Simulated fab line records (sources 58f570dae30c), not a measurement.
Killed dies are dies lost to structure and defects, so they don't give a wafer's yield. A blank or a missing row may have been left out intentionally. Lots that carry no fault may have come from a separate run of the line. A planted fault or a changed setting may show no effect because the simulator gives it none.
fab line records -- flow berkeley-cmos170 -- part 1 of 2: steps 1 to 27 of 40
[record] lots = 5, wafers = 15, last-day = 12
route steps=331 shown WELLDRIVE@56 ACTIVE@60 PFIELD@79 FIELD@89
lots that met no fault: taken from a fault-free run of the same line
start-h: hours from the record's opening day to when the first of the lot's shown wafers began -- wait-h: hours from the lot's prior step to this one -- " as in the row above -- L1.1+2: a single row standing in for several wafers -- - value missing, or start not given -- * or withheld: withheld -- < > ~ a bound
route shown NAME@n: a module of which the file shows steps, and the number in the route of the first -- usual: mean/standard deviation taken from wafers without a fault -- same: alike in all rows -- chamber/n: place in a boat -- sites: the reading at each site -- _std_site: the values' standard deviation -- _edge_site: outer sites' mean less inner sites' -- radius-mm: how far each site lies from the wafer's centre -- mask NAME#n: copy n -- behind: tool/chamber where the wafer was last shaped -- hold: why the lot went on hold/how many hours it stayed there/how the hold came to an end -- device: the transistor (n, p or np) that didn't switch -- end of line: the same wafers' tests at the end of the route -- step lacking rows: just its recipe -- killed: count of dies lost to structure and defects at first sort (not the wafer's yield) -- map: per-die view of a wafer (x killed, . not killed, _ where there is no die)
set.NAME: the setting that was run; set.NAME@STEP: the one run at that earlier step -- model.NAME: the simulator's own value behind a step, which no gauge read
lots seen at some steps along the route; tables by step, rows by wafer
services: the hour from which a tool's chamber was out of use, counted from the record's first day as start-h (under 0 if before that day), plus the number of hours and why
[[steps]]
[step UCB170_WELLDRIVE_OXIDATION_01]
[recipe] temp-c = 1100, ambient = O2, target-thk-a = 1990, ox-time-s = 9000
[usual] spike-tc-source-C = 1128.9/2.1
lot.wafer,tool,chamber,start-h,wait-h,spike-tc-source-C
L079.1,furnace-01,0,94.07,1.7,1130.2
L079.2,furnace-01,0,94.07,1.7,1132.5
L079.4,furnace-01,0,94.07,1.7,1130.7
L083.1,furnace-01,0,116.10,4.7,1129.6
L083.3,furnace-01,0,116.10,4.7,1130.4
L083.4,furnace-01,0,116.10,4.7,1130.5
L086.3,furnace-01,0,123.93,5.0,1130.4
L086.4,furnace-01,0,123.93,5.0,1129.7
L086.5,furnace-01,0,123.93,5.0,1130.9
L088.1,furnace-04,0,135.81,3.8,1126.8
L088.3,furnace-04,0,135.81,3.8,1127.1
L088.6,furnace-04,0,135.81,3.8,1126.3
L089.1,furnace-01,0,148.26,3.3,1130.1
L089.4,furnace-01,0,148.26,3.3,1130.8
L089.6,furnace-01,0,148.26,3.3,1131.3
[step UCB170_WELLDRIVE_THK_MEAS_02]
[recipe] reads = SiO2_of_WELLDRIVE_OXIDATION_01
[usual] WELLDRIVE_OXIDE_THK = 198/3.5
lot.wafer,tool,chamber,start-h,wait-h,WELLDRIVE_OXIDE_THK[nm]
L079.1,film-metro-01,-,97.57,0.0,197
L079.2,film-metro-01,-,97.57,0.0,200
L079.4,film-metro-01,-,97.57,0.0,198
L083.1,film-metro-02,-,119.60,0.0,201
L083.3,film-metro-02,-,119.60,0.0,200
L083.4,film-metro-02,-,119.60,0.0,206
L086.3,film-metro-01,-,127.45,0.0,205
L086.4,film-metro-01,-,127.45,0.0,205
L086.5,film-metro-01,-,127.45,0.0,202
L088.1,film-metro-01,-,139.31,0.0,198
L088.3,film-metro-01,-,139.31,0.0,196
L088.6,film-metro-01,-,139.31,0.0,197
L089.1,film-metro-01,-,151.76,0.0,196
L089.4,film-metro-01,-,151.76,0.0,197
L089.6,film-metro-01,-,151.76,0.0,196
[step UCB170_WELLDRIVE_ANNEAL_03]
[recipe] temp-c = 1100, time-s = 900, ambient = N2
[usual] spike-tc-source-C = 1127.0/1.3
lot.wafer,tool,chamber,start-h,wait-h,spike-tc-source-C
L079.1,furnace-04,0,101.64,4.1,1125.7
L079.2,furnace-04,0,101.64,4.1,1124.1
L079.4,furnace-04,0,101.64,4.1,1126.6
L083.1,furnace-04,0,124.86,5.2,1125.9
L083.3,furnace-04,0,124.86,5.2,1126.0
L083.4,furnace-04,0,124.86,5.2,1126.6
L086.3,furnace-02,0,132.07,4.6,1129.0
L086.4,furnace-02,0,132.07,4.6,1128.7
L086.5,furnace-02,0,132.07,4.6,1127.4
L088.1,furnace-02,0,144.92,5.6,1127.7
L088.3,furnace-02,0,144.92,5.6,1126.4
L088.6,furnace-02,0,144.92,5.6,1128.6
L089.1,furnace-04,0,157.36,5.6,1125.8
L089.4,furnace-04,0,157.36,5.6,1126.1
L089.6,furnace-04,0,157.36,5.6,1128.5
[step UCB170_WELLDRIVE_WET_ETCH_04]
[recipe] chemistry = BOE, dilution = 5:1, target = SiO2, temp-c = 25, time-s = 120
lot.wafer,tool,chamber,start-h,wait-h
L079.1+2+4,wet-bench-02,1,102.89,0.0
L083.1+3+4,wet-bench-02,2,126.11,0.0
L086.3+4+5,wet-bench-03,2,133.32,0.0
L088.1+3+6,wet-bench-04,1,146.17,0.0
L089.1+4+6,wet-bench-02,3,158.61,0.0
[step UCB170_ACTIVE_CLEAN_00]
[recipe] chemistry = SPM, temp-c = 120, time-s = 600
lot.wafer,tool,chamber,start-h,wait-h
L079.1+2+4,wet-bench-03,0,102.93,0.0
L083.1+3+4,wet-bench-02,2,126.15,0.0
L086.3+4+5,wet-bench-04,2,133.36,0.0
L088.1+3+6,wet-bench-04,0,146.21,0.0
L089.1+4+6,wet-bench-04,1,158.65,0.0
[step UCB170_ACTIVE_CLEAN_01]
[recipe] chemistry = dHF, dilution = 25:1, time-s = 60
lot.wafer,tool,chamber,start-h,wait-h
L079.1+2+4,wet-bench-02,0,103.10,0.0
L083.1+3+4,wet-bench-03,3,126.32,0.0
L086.3+4+5,wet-bench-03,1,133.55,0.0
L088.1+3+6,wet-bench-04,3,146.56,0.2
L089.1+4+6,wet-bench-04,1,158.82,0.0
[step UCB170_ACTIVE_OXIDATION_02]
[recipe] temp-c = 1000, ambient = O2, target-thk-a = 264, ox-time-s = 1260
[usual] spike-tc-source-C = 1026.2/1.6
lot.wafer,tool,chamber,start-h,wait-h,spike-tc-source-C
L079.1,furnace-02,0,107.97,4.8,1025.5
L079.2,furnace-02,0,107.97,4.8,1027.3
L079.4,furnace-02,0,107.97,4.8,1027.9
L083.1,furnace-02,0,130.72,4.4,1026.8
L083.3,furnace-02,0,130.72,4.4,1024.7
L083.4,furnace-02,0,130.72,4.4,1026.3
L086.3,furnace-02,0,139.24,5.7,1026.3
L086.4,furnace-02,0,139.24,5.7,1026.2
L086.5,furnace-02,0,139.24,5.7,1025.8
L088.1,furnace-04,0,151.59,5.0,1023.9
L088.3,furnace-04,0,151.59,5.0,1024.6
L088.6,furnace-04,0,151.59,5.0,1024.2
L089.1,furnace-01,0,165.78,6.9,1029.6
L089.4,furnace-01,0,165.78,6.9,1028.2
L089.6,furnace-01,0,165.78,6.9,1030.7
[step UCB170_ACTIVE_THK_MEAS_03]
[recipe] reads = SiO2_of_ACTIVE_OXIDATION_02
[usual] ACTIVE_OXIDE_THK = 26.2/0.45
lot.wafer,tool,chamber,start-h,wait-h,ACTIVE_OXIDE_THK[nm]
L079.1,film-metro-03,-,109.32,0.0,26.1
L079.2,film-metro-03,-,109.32,0.0,26.4
L079.4,film-metro-03,-,109.32,0.0,26.1
L083.1,film-metro-03,-,132.07,0.0,25.5
L083.3,film-metro-03,-,132.07,0.0,25.7
L083.4,film-metro-03,-,132.07,0.0,25.6
L086.3,film-metro-03,-,140.61,0.0,25.7
L086.4,film-metro-03,-,140.61,0.0,25.9
L086.5,film-metro-03,-,140.61,0.0,25.8
L088.1,film-metro-02,-,152.94,0.0,26.4
L088.3,film-metro-02,-,152.94,0.0,26.7
L088.6,film-metro-02,-,152.94,0.0,26.5
L089.1,film-metro-02,-,167.13,0.0,25.9
L089.4,film-metro-02,-,167.13,0.0,26.3
L089.6,film-metro-02,-,167.13,0.0,26.0
[step UCB170_ACTIVE_ANNEAL_04]
[recipe] temp-c = 1000, time-s = 900, ambient = N2
[usual] spike-tc-source-C = 1026.2/1.7
lot.wafer,tool,chamber,start-h,wait-h,spike-tc-source-C
L079.1,furnace-04,0,115.41,6.1,1026.0
L079.2,furnace-04,0,115.41,6.1,1025.7
L079.4,furnace-04,0,115.41,6.1,1025.5
L083.1,furnace-01,0,137.18,5.1,1028.6
L083.3,furnace-01,0,137.18,5.1,1028.1
L083.4,furnace-01,0,137.18,5.1,1030.4
L086.3,furnace-04,0,145.17,4.6,1025.1
L086.4,furnace-04,0,145.17,4.6,1024.9
L086.5,furnace-04,0,145.17,4.6,1025.2
L088.1,furnace-04,0,158.61,5.7,1024.4
L088.3,furnace-04,0,158.61,5.7,1026.8
L088.6,furnace-04,0,158.61,5.7,1027.3
L089.1,furnace-04,0,175.14,8.0,1026.1
L089.4,furnace-04,0,175.14,8.0,1025.8
L089.6,furnace-04,0,175.14,8.0,1024.9
[step UCB170_ACTIVE_CVD_05]
[recipe] material = Si3N4, target-thk-nm = 220, temp-c = 800, precursor = SiH2Cl2/NH3, time-s = 3300, pressure-mtorr = 200, sih2cl2-flow-sccm = 25, nh3-flow-sccm = 75
[usual] sih2cl2-flow-sccm = 25.00/0.074, spike-tc-source-C = 821/3.5
lot.wafer,tool,chamber,start-h,wait-h,sih2cl2-flow-sccm,spike-tc-source-C
L079.1,lpcvd-01,1,117.81,1.2,24.98,814
L079.2,lpcvd-01,1,117.81,1.2,24.99,814
L079.4,lpcvd-01,1,117.81,1.2,24.93,815
L083.1,lpcvd-02,1,138.43,0.0,24.95,826
L083.3,lpcvd-02,1,138.43,0.0,24.87,824
L083.4,lpcvd-02,1,138.43,0.0,24.92,822
L086.3,lpcvd-01,0,146.42,0.0,24.96,823
L086.4,lpcvd-01,0,146.42,0.0,24.99,825
L086.5,lpcvd-01,0,146.42,0.0,24.84,823
L088.1,lpcvd-01,1,159.86,0.0,25.00,813
L088.3,lpcvd-01,1,159.86,0.0,24.99,814
L088.6,lpcvd-01,1,159.86,0.0,24.97,817
L089.1,lpcvd-01,1,176.39,0.0,25.17,814
L089.4,lpcvd-01,1,176.39,0.0,25.03,815
L089.6,lpcvd-01,1,176.39,0.0,25.13,814
[step UCB170_ACTIVE_THK_MEAS_06]
[recipe] reads = Si3N4_of_ACTIVE_CVD_05
[usual] ACTIVE_NITRIDE_THK = 219.9/1.9
lot.wafer,tool,chamber,start-h,wait-h,ACTIVE_NITRIDE_THK[nm]
L079.1,film-metro-02,-,119.73,0.0,220.0
L079.2,film-metro-02,-,119.73,0.0,217.4
L079.4,film-metro-02,-,119.73,0.0,217.7
L083.1,film-metro-03,-,140.35,0.0,219.4
L083.3,film-metro-03,-,140.35,0.0,218.1
L083.4,film-metro-03,-,140.35,0.0,219.3
L086.3,film-metro-02,-,149.32,0.0,220.0
L086.4,film-metro-02,-,149.32,0.0,220.8
L086.5,film-metro-02,-,149.32,0.0,219.7
L088.1,film-metro-02,-,161.77,0.0,218.5
L088.3,film-metro-02,-,161.77,0.0,219.4
L088.6,film-metro-02,-,161.77,0.0,219.5
L089.1,film-metro-03,-,178.31,0.0,219.0
L089.4,film-metro-03,-,178.31,0.0,218.9
L089.6,film-metro-03,-,178.31,0.0,219.3
[step UCB170_ACTIVE_HMDS_07]
[recipe] prime-time-s = 60, prime-temp-c = 100
[usual] exhaust-pa = 44.9/0.94
lot.wafer,tool,chamber,start-h,wait-h,exhaust-pa
L079.1,litho-track-01,0,120.07,0.3,45.3
L079.2,litho-track-01,0,120.07,0.3,44.0
L079.4,litho-track-01,0,120.07,0.3,43.4
L083.1,litho-track-01,0,140.41,0.1,42.1
L083.3,litho-track-01,0,140.41,0.1,42.6
L083.4,litho-track-01,0,140.41,0.1,42.5
L086.3,litho-track-01,0,149.79,0.5,45.3
L086.4,litho-track-01,0,149.79,0.5,45.7
L086.5,litho-track-01,0,149.79,0.5,44.8
L088.1,litho-track-01,0,161.83,0.1,45.9
L088.3,litho-track-01,0,161.83,0.1,44.3
L088.6,litho-track-01,0,161.83,0.1,46.3
L089.1,litho-track-04,0,178.40,0.1,44.6
L089.4,litho-track-04,0,178.40,0.1,46.1
L089.6,litho-track-04,0,178.40,0.1,46.2
[step UCB170_ACTIVE_COAT_08]
[recipe] resist = KrF, spin-rpm = 1500, resist-thk-nm = 900
[usual] exhaust-pa = 45.1/0.95
lot.wafer,tool,chamber,start-h,wait-h,exhaust-pa
L079.1,litho-track-01,0,120.22,0.1,45.7
L079.2,litho-track-01,0,120.22,0.1,45.5
L079.4,litho-track-01,0,120.22,0.1,45.5
L083.1,litho-track-01,0,140.56,0.1,44.1
L083.3,litho-track-01,0,140.56,0.1,44.3
L083.4,litho-track-01,0,140.56,0.1,44.9
L086.3,litho-track-01,0,149.94,0.1,45.4
L086.4,litho-track-01,0,149.94,0.1,44.7
L086.5,litho-track-01,0,149.94,0.1,43.6
L088.1,litho-track-01,0,161.98,0.1,45.3
L088.3,litho-track-01,0,161.98,0.1,44.7
L088.6,litho-track-01,0,161.98,0.1,44.3
L089.1,litho-track-04,0,178.55,0.1,47.5
L089.4,litho-track-04,0,178.55,0.1,47.1
L089.6,litho-track-04,0,178.55,0.1,45.9
[step UCB170_ACTIVE_SOFTBAKE_09]
[recipe] resist = KrF, temp-c = 130, time-s = 60
[usual] exhaust-pa = 45.1/0.8
lot.wafer,tool,chamber,start-h,wait-h,exhaust-pa
L079.1,litho-track-01,0,120.37,0.1,44.4
L079.2,litho-track-01,0,120.37,0.1,46.9
L079.4,litho-track-01,0,120.37,0.1,44.7
L083.1,litho-track-01,0,140.71,0.1,45.2
L083.3,litho-track-01,0,140.71,0.1,45.5
L083.4,litho-track-01,0,140.71,0.1,44.7
L086.3,litho-track-01,0,150.09,0.1,44.9
L086.4,litho-track-01,0,150.09,0.1,45.3
L086.5,litho-track-01,0,150.09,0.1,45.5
L088.1,litho-track-01,0,162.13,0.1,45.5
L088.3,litho-track-01,0,162.13,0.1,44.6
L088.6,litho-track-01,0,162.13,0.1,45.1
L089.1,litho-track-04,0,178.70,0.1,44.2
L089.4,litho-track-04,0,178.70,0.1,45.1
L089.6,litho-track-04,0,178.70,0.1,44.3
[step UCB170_ACTIVE_EXPOSE_10]
[recipe] mask-id = ACTIVE, target-cd-nm = 1200, na = 0.5, sigma-outer = 0.6, source-shape = conventional, dose-mj = 20.31
lot.wafer,tool,chamber,start-h,wait-h,mask
L079.1+2+4,krf-scanner-02,0,120.75,0.4,ACTIVE#0
L083.1+3+4,krf-scanner-02,0,140.98,0.2,ACTIVE#0
L086.3+4+5,krf-scanner-02,0,150.38,0.3,ACTIVE#0
L088.1+3+6,krf-scanner-01,0,162.52,0.4,ACTIVE#0
L089.1+4+6,krf-scanner-02,0,179.06,0.3,ACTIVE#0
[step UCB170_ACTIVE_PEB_11]
[recipe] peb-temp-c = 130, peb-time-s = withheld, resist = KrF
[usual] exhaust-pa = 45.2/0.82
lot.wafer,tool,chamber,start-h,wait-h,exhaust-pa
L079.1,litho-track-01,0,120.87,0.1,43.9
L079.2,litho-track-01,0,120.87,0.1,45.2
L079.4,litho-track-01,0,120.87,0.1,46.0
L083.1,litho-track-04,0,141.10,0.1,44.8
L083.3,litho-track-04,0,141.10,0.1,45.6
L083.4,litho-track-04,0,141.10,0.1,45.5
L086.3,litho-track-04,0,151.09,0.7,46.2
L086.4,litho-track-04,0,151.09,0.7,45.8
L086.5,litho-track-04,0,151.09,0.7,46.0
L088.1,litho-track-01,0,162.64,0.1,46.7
L088.3,litho-track-01,0,162.64,0.1,45.4
L088.6,litho-track-01,0,162.64,0.1,46.2
L089.1,litho-track-04,0,179.17,0.1,45.0
L089.4,litho-track-04,0,179.17,0.1,45.1
L089.6,litho-track-04,0,179.17,0.1,43.9
[step UCB170_ACTIVE_DEVELOP_12]
[recipe] developer = TMAH, develop-time-s = 45, resist = KrF, dev-temp-c = 21
[usual] exhaust-pa = 44.9/0.87
lot.wafer,tool,chamber,start-h,wait-h,exhaust-pa
L079.1,litho-track-01,0,-,-,45.7
L079.2,litho-track-01,0,-,-,46.6
L079.4,litho-track-01,0,-,-,45.4
L083.1,litho-track-04,0,-,-,44.9
L083.3,litho-track-04,0,-,-,46.1
L083.4,litho-track-04,0,-,-,44.4
L086.3,litho-track-04,0,-,-,44.5
L086.4,litho-track-04,0,-,-,44.7
L086.5,litho-track-04,0,-,-,45.8
L088.1,litho-track-01,0,-,-,45.9
L088.3,litho-track-01,0,-,-,45.6
L088.6,litho-track-01,0,-,-,46.7
L089.1,litho-track-04,0,-,-,45.5
L089.4,litho-track-04,0,-,-,43.5
L089.6,litho-track-04,0,-,-,44.6
[step UCB170_ACTIVE_CD_MEAS_13]
[recipe] target-cd-nm = 1200
[usual] cd-nm = 1201.0/1.6
lot.wafer,tool,chamber,start-h,wait-h,cd-nm
L079.1,cd-sem-02,-,121.14,-,1202.7
L079.2,cd-sem-02,-,121.14,-,1201.5
L079.4,cd-sem-02,-,121.14,-,1201.4
L083.1,cd-sem-01,-,141.37,-,1200.2
L083.3,cd-sem-01,-,141.37,-,1200.7
L083.4,cd-sem-01,-,141.37,-,1200.4
L086.3,cd-sem-02,-,151.36,-,1202.0
L086.4,cd-sem-02,-,151.36,-,1203.7
L086.5,cd-sem-02,-,151.36,-,1203.7
L088.1,cd-sem-01,-,162.92,-,1200.3
L088.3,cd-sem-01,-,162.92,-,1201.2
L088.6,cd-sem-01,-,162.92,-,1202.4
L089.1,cd-sem-01,-,179.45,-,1200.6
L089.4,cd-sem-01,-,179.45,-,1201.0
L089.6,cd-sem-01,-,179.45,-,1201.0
[step UCB170_ACTIVE_OVL_MEAS_14]
[usual] ACTIVE_OVL = 0/4.6
lot.wafer,tool,chamber,start-h,wait-h,ACTIVE_OVL[nm]
L079.1,overlay-02,-,121.26,0.1,-1
L079.2,overlay-02,-,121.26,0.1,1
L079.4,overlay-02,-,121.26,0.1,-4
L083.1,overlay-02,-,141.49,0.1,0
L083.3,overlay-02,-,141.49,0.1,-5
L083.4,overlay-02,-,141.49,0.1,-3
L086.3,overlay-02,-,151.45,0.1,4
L086.4,overlay-02,-,151.45,0.1,3
L086.5,overlay-02,-,151.45,0.1,6
L088.1,overlay-02,-,163.04,0.1,-2
L088.3,overlay-02,-,163.04,0.1,0
L088.6,overlay-02,-,163.04,0.1,0
L089.1,overlay-02,-,179.57,0.1,-4
L089.4,overlay-02,-,179.57,0.1,7
L089.6,overlay-02,-,179.57,0.1,-6
[step UCB170_ACTIVE_ETCH_15]
[recipe] chemistry = CH3F/Ar/O2, target = Si3N4, stop-on = SiO2, CH3F_flow_sccm = 20, Ar_flow_sccm = 50, O2_flow_sccm = 7, pressure-mtorr = 50, rf-w = 450, target-depth-a = 2420, over-etch-frac = 0.1, time-s = 151
[usual] drypump-motor-current-A = 5.9/0.57, oes-product-au = 0.954/0.017, throttle-valve-pct = 7.98/0.13
lot.wafer,tool,chamber,start-h,wait-h,drypump-motor-current-A,oes-product-au,rf-hours-counter-h,throttle-valve-pct
L079.1,rie-diel-02,2,121.30,0.0,4.7,0.968,100,7.85
L079.2,rie-diel-02,1,121.30,0.0,6.3,0.950,5,8.05
L079.4,rie-diel-02,3,121.30,0.0,5.7,0.964,90,8.18
L083.1,rie-diel-03,3,141.53,0.0,6.3,0.934,51,7.98
L083.3,rie-diel-03,2,141.53,0.0,6.4,0.951,4,8.02
L083.4,rie-diel-03,0,141.53,0.0,6.4,0.934,151,8.22
L086.3,rie-diel-02,3,151.47,0.0,5.7,0.973,91,8.20
L086.4,rie-diel-02,1,151.47,0.0,6.3,0.949,6,8.05
L086.5,rie-diel-02,3,151.47,0.0,5.7,0.976,-,8.18
L088.1,rie-diel-03,1,163.07,0.0,6.2,0.943,39,7.88
L088.3,rie-diel-03,0,163.07,0.0,6.4,0.930,153,8.23
L088.6,rie-diel-03,0,163.07,0.0,6.4,0.929,-,8.23
L089.1,rie-diel-02,1,179.61,0.0,6.3,0.944,7,8.04
L089.4,rie-diel-02,0,179.61,0.0,6.1,0.972,12,7.82
L089.6,rie-diel-02,3,179.61,0.0,5.7,0.973,-,8.21
[step UCB170_ACTIVE_STRIP_16]
[recipe] chemistry = O2, power-w = 400, pressure-mtorr = 3500, platen-temp-c = withheld, o2-flow-sccm = 400, overash-fraction = 0.5
[usual] drypump-motor-current-A = 5.4/0.44, oes-product-au = 0.721/0.0045, strip-time-to-endpoint-s = 18.08/0.089
lot.wafer,tool,chamber,start-h,wait-h,drypump-motor-current-A,oes-product-au,rf-hours-counter-h,strip-time-to-endpoint-s
L079.1,plasma-asher-04,1,121.40,0.1,5.4,0.732,38,18.24
L079.2,plasma-asher-04,0,121.40,0.1,4.9,0.714,38,18.15
L079.4,plasma-asher-04,1,121.40,0.1,5.4,0.724,-,18.17
L083.1,plasma-asher-03,0,141.63,0.1,6.0,0.717,41,17.91
L083.3,plasma-asher-03,0,141.63,0.1,6.0,0.720,-,18.01
L083.4,plasma-asher-03,1,141.63,0.1,4.7,0.716,-,18.12
L086.3,plasma-asher-03,0,151.61,0.1,6.0,0.727,-,18.06
L086.4,plasma-asher-03,1,151.61,0.1,4.7,0.731,-,18.12
L086.5,plasma-asher-03,1,151.61,0.1,4.7,0.717,-,18.03
L088.1,plasma-asher-01,1,163.17,0.1,5.3,0.719,5,18.15
L088.3,plasma-asher-01,0,163.17,0.1,5.7,0.722,-,18.34
L088.6,plasma-asher-01,1,163.17,0.1,5.3,0.727,-,18.27
L089.1,plasma-asher-04,1,179.71,0.1,5.4,0.719,42,17.93
L089.4,plasma-asher-04,1,179.71,0.1,5.4,0.716,-,17.94
L089.6,plasma-asher-04,1,179.71,0.1,5.4,0.727,-,17.96
[step UCB170_ACTIVE_CD_MEAS_90]
[recipe] target-cd-nm = 1200
[usual] cd-nm = 1200.9/1.6
lot.wafer,tool,chamber,start-h,wait-h,cd-nm
L079.1,cd-sem-01,-,121.50,0.1,1202.1
L079.2,cd-sem-01,-,121.50,0.1,1201.3
L079.4,cd-sem-01,-,121.50,0.1,1201.6
L083.1,cd-sem-01,-,141.74,0.1,1199.7
L083.3,cd-sem-01,-,141.74,0.1,1200.5
L083.4,cd-sem-01,-,141.74,0.1,1200.5
L086.3,cd-sem-01,-,151.71,0.1,1202.0
L086.4,cd-sem-01,-,151.71,0.1,1203.8
L086.5,cd-sem-01,-,151.71,0.1,1203.7
L088.1,cd-sem-01,-,163.27,0.1,1200.3
L088.3,cd-sem-01,-,163.27,0.1,1201.2
L088.6,cd-sem-01,-,163.27,0.1,1202.6
L089.1,cd-sem-01,-,179.81,0.1,1200.5
L089.4,cd-sem-01,-,179.81,0.1,1201.2
L089.6,cd-sem-01,-,179.81,0.1,1200.8
[step UCB170_ACTIVE_CLEAN_17]
[recipe] chemistry = SPM, temp-c = 120, time-s = 600
lot.wafer,tool,chamber,start-h,wait-h
L079.1+2+4,wet-bench-03,2,121.62,0.1
L083.1+3+4,wet-bench-02,1,144.07,2.3
L086.3+4+5,wet-bench-04,1,151.79,0.1
L088.1+3+6,wet-bench-02,3,164.64,1.3
L089.1+4+6,wet-bench-03,2,181.92,2.1
[step UCB170_PFIELD_HMDS_00]
[recipe] prime-time-s = 60, prime-temp-c = 100
[usual] exhaust-pa = 44.9/0.99
lot.wafer,tool,chamber,start-h,wait-h,exhaust-pa
L079.1,litho-track-02,0,121.96,0.2,45.2
L079.2,litho-track-02,0,121.96,0.2,45.2
L079.4,litho-track-02,0,121.96,0.2,44.9
L083.1,litho-track-01,0,144.26,0.0,45.0
L083.3,litho-track-01,0,144.26,0.0,43.9
L083.4,litho-track-01,0,144.26,0.0,43.4
L086.3,litho-track-01,0,152.53,0.6,45.1
L086.4,litho-track-01,0,152.53,0.6,44.6
L086.5,litho-track-01,0,152.53,0.6,45.3
L088.1,litho-track-02,0,164.91,0.1,44.2
L088.3,litho-track-02,0,164.91,0.1,43.7
L088.6,litho-track-02,0,164.91,0.1,44.5
L089.1,litho-track-04,0,182.09,0.0,45.2
L089.4,litho-track-04,0,182.09,0.0,46.2
L089.6,litho-track-04,0,182.09,0.0,44.7
[step UCB170_PFIELD_COAT_01]
[recipe] resist = KrF, spin-rpm = 1500, resist-thk-nm = 900
[usual] exhaust-pa = 45.0/0.89
lot.wafer,tool,chamber,start-h,wait-h,exhaust-pa
L079.1,litho-track-02,0,122.11,0.1,44.7
L079.2,litho-track-02,0,122.11,0.1,45.0
L079.4,litho-track-02,0,122.11,0.1,45.0
L083.1,litho-track-01,0,144.41,0.1,44.2
L083.3,litho-track-01,0,144.41,0.1,44.8
L083.4,litho-track-01,0,144.41,0.1,45.1
L086.3,litho-track-01,0,152.68,0.1,44.9
L086.4,litho-track-01,0,152.68,0.1,44.7
L086.5,litho-track-01,0,152.68,0.1,44.5
L088.1,litho-track-02,0,165.06,0.1,45.9
L088.3,litho-track-02,0,165.06,0.1,45.3
L088.6,litho-track-02,0,165.06,0.1,44.6
L089.1,litho-track-04,0,182.24,0.1,44.7
L089.4,litho-track-04,0,182.24,0.1,43.9
L089.6,litho-track-04,0,182.24,0.1,44.4
[step UCB170_PFIELD_SOFTBAKE_02]
[recipe] resist = KrF, temp-c = 130, time-s = 60
[usual] exhaust-pa = 44.8/0.97
lot.wafer,tool,chamber,start-h,wait-h,exhaust-pa
L079.1,litho-track-02,0,122.26,0.1,43.4
L079.2,litho-track-02,0,122.26,0.1,44.5
L079.4,litho-track-02,0,122.26,0.1,42.7
L083.1,litho-track-01,0,144.56,0.1,44.0
L083.3,litho-track-01,0,144.56,0.1,44.4
L083.4,litho-track-01,0,144.56,0.1,44.1
L086.3,litho-track-01,0,152.83,0.1,45.5
L086.4,litho-track-01,0,152.83,0.1,46.4
L086.5,litho-track-01,0,152.83,0.1,45.8
L088.1,litho-track-02,0,165.21,0.1,44.8
L088.3,litho-track-02,0,165.21,0.1,44.8
L088.6,litho-track-02,0,165.21,0.1,45.5
L089.1,litho-track-04,0,182.39,0.1,44.1
L089.4,litho-track-04,0,182.39,0.1,45.8
L089.6,litho-track-04,0,182.39,0.1,46.0
[step UCB170_PFIELD_EXPOSE_03]
[recipe] mask-id = PFIELD, na = 0.5, sigma-outer = 0.6, source-shape = conventional, target-cd-nm = 1500, dose-mj = 30
lot.wafer,tool,chamber,start-h,wait-h,mask
L079.1+2+4,krf-scanner-02,0,122.53,0.2,PFIELD#0
L083.1+3+4,krf-scanner-02,0,144.71,0.1,PFIELD#0
L086.3+4+5,krf-scanner-01,0,153.09,0.2,PFIELD#0
L088.1+3+6,krf-scanner-02,0,165.51,0.3,PFIELD#0
L089.1+4+6,krf-scanner-02,0,182.67,0.2,PFIELD#0
